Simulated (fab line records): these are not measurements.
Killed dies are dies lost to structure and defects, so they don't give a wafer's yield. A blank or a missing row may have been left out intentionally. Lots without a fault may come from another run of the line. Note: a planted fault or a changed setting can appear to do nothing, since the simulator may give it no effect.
fab line records	flow ritCmos
[record] lots = 6	wafers = 18	lastDay = 8
route steps=202 shown NSD@138 PSD@142 SDANNEAL@153 M1@202
lots that met no fault: taken from a fault-free run of the same line
startH: start of the lot's first displayed wafer, in hours after the record's first day	waitH: hours elapsed since this lot's preceding step	" unchanged from the row above	L1.1+2: several wafers, shown together as one row	- no value, or no start was given	* or withheld: withheld	< > ~ a bound
route shown NAME@n: names a module that has steps shown in the file, with the first one's number in the route	usual: mean and standard deviation over wafers with no fault	same: alike in all rows	chamber/n: place in a boat	sites: per-site readings	_std_site: how widely they spread, as a standard deviation	_edge_site: outer sites' mean less inner sites'	radiusMm: for every site, how far away it sits from the centre of the wafer	mask NAME#n: copy n	behind: the tool/chamber that last shaped the wafer	hold: what put the lot on hold/how long, in hours/how the hold closed	device: whichever transistor did not switch (one of n, p or np)	end of line: the route-end tests of the same wafers	a step given without rows: its recipe and nothing more	killed: count of dies lost to structure and defects at first sort (not the wafer's yield)	map: dies across one wafer; x = killed, . = not, _ = none there
set.NAME: setting as actually run; set.NAME@STEP: the setting as run at that earlier step	model.NAME: the simulator's own value behind a step, which no gauge read
lots seen at some steps along the route; tables by step, rows by wafer
services: from which hour (startH, from the record's first day; less than 0 if before it) a tool's chamber was out of use, for how many hours, and why
[[steps]]
[step RIT_NSD_HARDBAKE_07]
[recipe] resist = NOVOLAK	tempC = 140	timeS = 60
[step RIT_NSD_IMPLANT_08]
[recipe] species = P	energyKev = 25	doseCm2 = 1e+15	tiltDeg = 7
[step RIT_NSD_STRIP_09]
[recipe] chemistry = O2	timeS = 180	resist = NOVOLAK	platenTempC = withheld	powerW = 500	pressureMtorr = 4000	o2FlowSccm = 4000
[usual] drypumpMotorCurrentA = 5.5/0.5
lot.wafer	tool	chamber	startH	waitH	drypumpMotorCurrentA	rfHoursCounterH
L365.3	plasmaAsher-02	1	67.95	0.1	5.9	-
L365.4	"	0	"	"	6.5	-
L365.5	"	1	"	"	5.9	-
L367.3	plasmaAsher-01	1	77.76	0.1	4.9	-
L367.4	"	0	"	"	5.4	-
L367.6	"	0	"	"	5.3	-
L369.1	plasmaAsher-02	0	87.46	0.1	6.5	47
L369.3	"	0	"	"	6.5	-
L369.4	"	1	"	"	5.9	-
L372.1	plasmaAsher-04	0	104.52	0.1	5.3	50
L372.2	"	1	"	"	5.9	50
L372.4	"	0	"	"	5.3	-
L380.3	plasmaAsher-01	0	156.12	0.1	5.3	-
L380.5	"	1	"	"	4.9	-
L380.6	"	0	"	"	5.3	-
L384.3	plasmaAsher-02	0	181.49	0.1	6.5	-
L384.4	"	1	"	"	5.9	-
L384.5	"	0	"	"	6.5	-
[step RIT_NSD_TW_MEAS_10]
[usual] NSD_TW = 3126/29
lot.wafer	tool	chamber	startH	waitH	NSD_TW
L365.3	filmMetro-03	-	68.09	0.1	3165
L365.4	"	-	"	"	3145
L365.5	"	-	"	"	3146
L367.3	filmMetro-03	-	77.90	0.1	3157
L367.4	"	-	"	"	3162
L367.6	"	-	"	"	3171
L369.1	filmMetro-01	-	87.63	0.1	3103
L369.3	"	-	"	"	3108
L369.4	"	-	"	"	3103
L372.1	filmMetro-03	-	104.69	0.1	3174
L372.2	"	-	"	"	3161
L372.4	"	-	"	"	3159
L380.3	filmMetro-04	-	156.26	0.1	3109
L380.5	"	-	"	"	3107
L380.6	"	-	"	"	3116
L384.3	filmMetro-01	-	181.63	0.1	3112
L384.4	"	-	"	"	3089
L384.5	"	-	"	"	3076
[step RIT_PSD_HMDS_00]
[recipe] primeTimeS = 60	primeTempC = 140
[step RIT_PSD_COAT_01]
[recipe] resist = NOVOLAK	spinRpm = 3250	resistThkNm = 1000
[step RIT_PSD_SOFTBAKE_02]
[recipe] resist = NOVOLAK	tempC = 90	timeS = 60
[step RIT_PSD_EXPOSE_03]
[recipe] maskId = M10	na = 0.57	targetCdNm = 40900	doseMj = 250
[step RIT_PSD_PEB_04]
[recipe] resist = NOVOLAK	tempC = withheld	timeS = withheld
[step RIT_PSD_DEVELOP_05]
[recipe] resist = NOVOLAK	developTimeS = 50	devTempC = 23
[step RIT_PSD_OVL_MEAS_06]
[usual] PSD_OVL = 0.2/1.5
lot.wafer	tool	chamber	startH	waitH	PSD_OVL[nm]
L365.3	overlay-01	-	68.99	-	0.3
L365.4	"	-	"	"	1.3
L365.5	"	-	"	"	-0.8
L367.3	overlay-01	-	78.93	-	1.2
L367.4	"	-	"	"	0.9
L367.6	"	-	"	"	2.5
L369.1	overlay-02	-	88.54	-	0.1
L369.3	"	-	"	"	-1.7
L369.4	"	-	"	"	-0.7
L372.1	overlay-02	-	105.60	-	1.3
L372.2	"	-	"	"	-0.2
L372.4	"	-	"	"	0.9
L380.3	overlay-01	-	157.29	-	-0.3
L380.5	"	-	"	"	-0.7
L380.6	"	-	"	"	-3.7
L384.3	overlay-02	-	182.69	-	-2.2
L384.4	"	-	"	"	-3.1
L384.5	"	-	"	"	-1.3
[step RIT_PSD_HARDBAKE_07]
[recipe] resist = NOVOLAK	tempC = 140	timeS = 60
[step RIT_PSD_IMPLANT_08]
[recipe] species = BF2	energyKev = 27	doseCm2 = 5e+15	tiltDeg = 7
[usual] beamEnergyKeV = 27.002/0.0073
lot.wafer	tool	chamber	startH	waitH	beamEnergyKeV
L365.3	implanter-04	0	69.21	0.1	26.988
L365.4	"	0	"	"	27.004
L365.5	"	0	"	"	27.004
L365.3	implanter-04	0	69.53	0.3	27.004
L365.4	"	0	"	"	27.005
L365.5	"	0	"	"	27.005
L367.3	implanter-03	0	79.15	0.1	26.998
L367.4	"	0	"	"	27.008
L367.6	"	0	"	"	27.006
L369.1	implanter-03	0	88.73	0.1	27.024
L369.3	"	0	"	"	27.005
L369.4	"	0	"	"	27.011
L369.1	implanter-03	0	89.05	0.3	27.001
L369.3	"	0	"	"	27.008
L369.4	"	0	"	"	27.000
L372.1	implanter-01	0	105.79	0.1	27.003
L372.2	"	0	"	"	26.993
L372.4	"	0	"	"	26.990
L380.3	implanter-04	0	157.51	0.1	27.003
L380.5	"	0	"	"	27.010
L380.6	"	0	"	"	26.999
L384.3	implanter-01	0	183.13	0.1	26.996
L384.4	"	0	"	"	27.020
L384.5	"	0	"	"	26.998
[step RIT_PSD_STRIP_09]
[recipe] chemistry = O2	timeS = 180	resist = NOVOLAK	platenTempC = withheld	powerW = 500	pressureMtorr = 4000	o2FlowSccm = 4000
[usual] drypumpMotorCurrentA = 5.7/0.41
lot.wafer	tool	chamber	startH	waitH	drypumpMotorCurrentA	rfHoursCounterH
L365.3	plasmaAsher-03	1	69.69	0.1	5.2	-
L365.4	"	0	"	"	5.8	-
L365.5	"	0	"	"	5.7	-
L367.3	plasmaAsher-03	0	79.31	0.1	5.8	-
L367.4	"	1	"	"	5.2	-
L367.6	"	1	"	"	5.2	-
L369.1	plasmaAsher-02	0	89.20	0.1	6.5	47
L369.3	"	0	"	"	6.4	-
L369.4	"	1	"	"	5.9	-
L372.1	plasmaAsher-02	0	105.94	0.1	6.5	48
L372.2	"	1	"	"	5.9	48
L372.4	"	1	"	"	5.9	-
L380.3	plasmaAsher-02	1	157.67	0.1	5.9	-
L380.5	"	0	"	"	6.5	-
L380.6	"	1	"	"	5.9	-
L384.3	plasmaAsher-04	0	183.28	0.1	5.3	-
L384.4	"	1	"	"	5.9	-
L384.5	"	0	"	"	5.3	-
[step RIT_PSD_TW_MEAS_10]
[usual] PSD_TW = 3440/36
lot.wafer	tool	chamber	startH	waitH	PSD_TW
L365.3	filmMetro-04	-	69.82	0.1	3575
L365.4	"	-	"	"	3552
L365.5	"	-	"	"	3550
L367.3	filmMetro-04	-	79.45	0.1	3397
L367.4	"	-	"	"	3405
L367.6	"	-	"	"	3422
L369.1	filmMetro-04	-	89.37	0.1	3602
L369.3	"	-	"	"	3578
L369.4	"	-	"	"	3591
L372.1	filmMetro-03	-	106.11	0.1	3492
L372.2	"	-	"	"	3497
L372.4	"	-	"	"	3491
L380.3	filmMetro-01	-	157.81	0.1	3390
L380.5	"	-	"	"	3387
L380.6	"	-	"	"	3395
L384.3	filmMetro-01	-	183.42	0.1	3427
L384.4	"	-	"	"	3437
L384.5	"	-	"	"	3416
[step RIT_SDANNEAL_CLEAN_00]
[recipe] chemistry = SC1	mix = 3:3:50	timeS = 600	tempC = 75
[step RIT_SDANNEAL_CLEAN_01]
[recipe] chemistry = dHF	dilution = 50:1	timeS = 30
[step RIT_SDANNEAL_CLEAN_02]
[recipe] chemistry = SC2	mix = 3:3:50	timeS = 600	tempC = 75	dry = n2Spin
[step RIT_SDANNEAL_RTA_03]
[recipe] tempC = 1050	timeS = 5	idleTempC = 600	rampUpCPerS = 342	rampDownCPerS = 171	coolToC = 600	ambient = N2
[usual] wafer_temp_C_max = 1053.5/1.2
lot.wafer	tool	chamber	startH	waitH	wafer_temp_C_max
L365.3	rtpAnneal-02	0	70.27	0.0	1056.4
L365.4	"	0	"	"	1054.1
L365.5	"	0	"	"	1055.3
L367.3	rtpAnneal-02	0	79.87	0.0	1052.5
L367.4	"	0	"	"	1053.4
L367.6	"	0	"	"	1053.5
L369.1	rtpAnneal-02	0	89.80	0.0	1055.5
L369.3	"	0	"	"	1051.1
L369.4	"	0	"	"	1053.5
L372.1	rtpAnneal-01	0	106.54	0.0	1054.0
L372.2	"	0	"	"	1052.3
L372.4	"	0	"	"	1054.8
L380.3	rtpAnneal-01	0	158.24	0.0	1051.8
L380.5	"	0	"	"	1052.6
L380.6	"	0	"	"	1053.6
L384.3	rtpAnneal-02	0	183.86	0.0	1053.9
L384.4	"	0	"	"	1054.3
L384.5	"	0	"	"	1054.6
[step RIT_SDANNEAL_RS_MEAS_04]
[recipe] thkMeasGauge = four-point-probe
[usual] PSD_RS = 115.97/0.28
lot.wafer	tool	chamber	startH	waitH	PSD_RS[ohm/sq]
L365.3	filmMetro-01	-	70.35	0.1	107.36
L365.4	"	-	"	"	107.51
L365.5	"	-	"	"	107.78
L367.3	filmMetro-01	-	79.95	0.1	115.80
L367.4	"	-	"	"	116.03
L367.6	"	-	"	"	116.41
L369.1	filmMetro-01	-	89.86	0.0	107.59
L369.3	"	-	"	"	107.77
L369.4	"	-	"	"	107.51
L372.1	filmMetro-04	-	106.60	0.0	115.93
L372.2	"	-	"	"	116.19
L372.4	"	-	"	"	116.52
L380.3	filmMetro-03	-	158.31	0.1	115.77
L380.5	"	-	"	"	116.60
L380.6	"	-	"	"	115.93
L384.3	filmMetro-01	-	183.94	0.1	116.10
L384.4	"	-	"	"	116.12
L384.5	"	-	"	"	115.98
[step RIT_SDANNEAL_RS_MEAS_05]
[recipe] thkMeasGauge = four-point-probe
[usual] NSD_RS = 84.61/0.24
lot.wafer	tool	chamber	startH	waitH	NSD_RS[ohm/sq]
L365.3	filmMetro-01	-	70.47	0.1	84.56
L365.4	"	-	"	"	84.42
L365.5	"	-	"	"	84.34
L367.3	filmMetro-01	-	80.07	0.1	84.61
L367.4	"	-	"	"	84.50
L367.6	"	-	"	"	84.71
L369.1	filmMetro-01	-	89.98	0.1	84.42
L369.3	"	-	"	"	84.47
L369.4	"	-	"	"	84.21
L372.1	filmMetro-04	-	106.72	0.1	84.28
L372.2	"	-	"	"	84.74
L372.4	"	-	"	"	84.47
L380.3	filmMetro-03	-	158.43	0.1	84.67
L380.5	"	-	"	"	84.43
L380.6	"	-	"	"	84.52
L384.3	filmMetro-01	-	184.06	0.1	84.59
L384.4	"	-	"	"	84.59
L384.5	"	-	"	"	84.50
[step RIT_M1_PROBE_99]
[usual] killedAtContacts = 0.1/0.27	killedAtFrontEnd = 7/3.1	killedDies = 7/3.2	killedOpen = 3.8/2.1	killedShort = 3.6/2
[same] grossDies = 264	killed_at_M0_to_M3 = 0	killed_at_M4_up = 0	killedAtBackSide = 0	killedAtOther = 0
lot.wafer	tool	chamber	startH	waitH	killedAtContacts	killedAtFrontEnd	killedDies	killedOpen	killedShort
L365.3	prober-02	-	77.90	0.2	0	7	7	3	4
L365.4	prober-02	-	77.95	0.2	0	6	6	3	3
L365.5	prober-02	-	78.00	0.2	0	9	9	6	3
L369.1	prober-02	-	98.02	0.1	0	7	7	4	3
L369.3	prober-02	-	98.12	0.2	0	12	12	6	6
L369.4	prober-02	-	98.17	0.2	0	8	8	3	5
L372.1	prober-01	-	114.08	0.1	1	9	10	7	3
L372.2	prober-01	-	114.13	0.1	0	5	5	4	1
L372.4	prober-01	-	114.23	0.2	0	6	6	3	3
L380.3	prober-01	-	165.86	0.2	0	5	5	3	2
L380.5	prober-01	-	165.96	0.2	0	15	15	10	5
L380.6	prober-01	-	166.01	0.2	0	7	7	4	3
L384.3	prober-02	-	192.60	0.2	0	4	4	4	0
L384.4	prober-02	-	192.65	0.2	0	5	5	2	3
L384.5	prober-02	-	192.70	0.2	0	7	7	5	2
// killed by level:class
L365.3 GATE:geometricParticle:short=2 FOX2:geometricParticle:open=1 REOX:geometricParticle:short=1 SPACER:geometricParticle:open=1 SILICIDE:geometricParticle:short=1 SILICIDE:geometricParticle:open=1
L365.4 REOX:geometricParticle:open=2 GATE:geometricParticle:short=1 GATE:geometricParticle:open=1 SPACER:geometricParticle:short=1 SILICIDE:geometricParticle:short=1
L365.5 GATE:geometricParticle:open=2 SPACER:geometricParticle:open=2 FOX2:geometricParticle:open=1 GATE:geometricParticle:short=1 REOX:geometricParticle:open=1 REOX:geometricParticle:short=1 SPACER:geometricParticle:short=1
L369.1 FOX1:geometricParticle:short=2 FOX1:geometricParticle:open=1 FOX2:geometricParticle:open=1 GATE:geometricParticle:open=1 REOX:geometricParticle:open=1 REOX:geometricParticle:short=1
L369.3 FOX1:geometricParticle:open=2 SPACER:geometricParticle:open=2 SPACER:geometricParticle:short=2 FOX1:geometricParticle:short=1 GATE:geometricParticle:short=1 REOX:geometricParticle:open=1 REOX:geometricParticle:short=1 SILICIDE:geometricParticle:short=1
L369.4 GATE:geometricParticle:short=4 REOX:geometricParticle:open=2 GATE:geometricParticle:open=1 SPACER:geometricParticle:short=1
L372.1 GATE:geometricParticle:open=2 SILICIDE:geometricParticle:open=2 FOX1:geometricParticle:short=1 FOX2:geometricParticle:open=1 GATE:geometricParticle:short=1 REOX:geometricParticle:open=1 SILICIDE:geometricParticle:short=1 CONTACT:geometricParticle:open=1
L372.2 FOX1:geometricParticle:open=2 FOX2:geometricParticle:open=1 GATE:geometricParticle:open=1 GATE:geometricParticle:short=1
L372.4 FOX2:geometricParticle:short=2 FOX2:geometricParticle:open=1 GATE:geometricParticle:open=1 GATE:geometricParticle:short=1 SPACER:geometricParticle:open=1
L380.3 FOX1:geometricParticle:open=1 GATE:geometricParticle:open=1 REOX:geometricParticle:short=1 SPACER:geometricParticle:short=1 SILICIDE:geometricParticle:open=1
L380.5 GATE:geometricParticle:open=4 GATE:geometricParticle:short=3 REOX:geometricParticle:open=3 FOX1:geometricParticle:short=1 FOX1:geometricParticle:open=1 SPACER:geometricParticle:short=1 SPACER:geometricParticle:open=1 SILICIDE:geometricParticle:open=1
L380.6 GATE:geometricParticle:open=2 FOX1:geometricParticle:short=1 FOX2:geometricParticle:open=1 FOX2:geometricParticle:short=1 SPACER:geometricParticle:open=1 SPACER:geometricParticle:short=1
L384.3 GATE:geometricParticle:open=3 SPACER:geometricParticle:open=1
L384.4 GATE:geometricParticle:short=2 FOX1:geometricParticle:short=1 GATE:geometricParticle:open=1 REOX:geometricParticle:open=1
L384.5 FOX1:geometricParticle:open=2 GATE:geometricParticle:open=2 FOX2:geometricParticle:short=1 FOX2:geometricParticle:open=1 GATE:geometricParticle:short=1
[[services]]
tool	chamber	startH	hours	kind
plasmaAsher-03	-	54.35	4.3	repair
plasmaAsher-01	-	54.84	6.3	repair
implanter-01	-	88.52	3.7	pm
implanter-03	-	94.88	2.2	repair
plasmaAsher-02	-	108.75	9.0	pm
plasmaAsher-02	0	108.75	9.0	ventCycle
plasmaAsher-02	1	108.75	9.0	ventCycle
implanter-03	-	112.20	2.0	pm
implanter-01	-	114.42	3.3	repair
plasmaAsher-02	0	117.75	-	clean
plasmaAsher-02	1	117.75	-	clean
implanter-03	-	122.91	56.3	pm
implanter-04	-	142.09	4.7	pm
implanter-01	-	146.74	3.3	pm
implanter-03	-	179.22	5.7	pm
plasmaAsher-02	-	180.85	0.5	repair
[[key]]
[firstSign] step = RIT_PSD_IMPLANT_08	reading = visit	direction = added
[effect] step = RIT_PSD_TW_MEAS_10	reading = PSD_TW	direction = up	sigmas = 3.8	usual = 3440	struck = 3575
[effect] step = RIT_SDANNEAL_RS_MEAS_04	reading = PSD_RS	direction = down	sigmas = 30	usual = 115.97	struck = 107.59
metAt RIT_PSD_IMPLANT_08
struckWafers L365.3,L365.4,L365.5,L369.1,L369.3,L369.4
testerLeftOut L365,L369
[fault] kind = repeatedStepWhole	tool = implanter-01,implanter-03,implanter-04	chamber = -	onsetH = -	steps = RIT_PSD_IMPLANT_08	times = 1	scope = struckLotsOnly
// testerLeftOut: of these lots the tester's yield and bins aren't shown, on N5 and GAA mostly nor the transistor test; their killed dies are dies lost to structure and defects alone, not to doping, threshold or leakage, so they don't give the yield
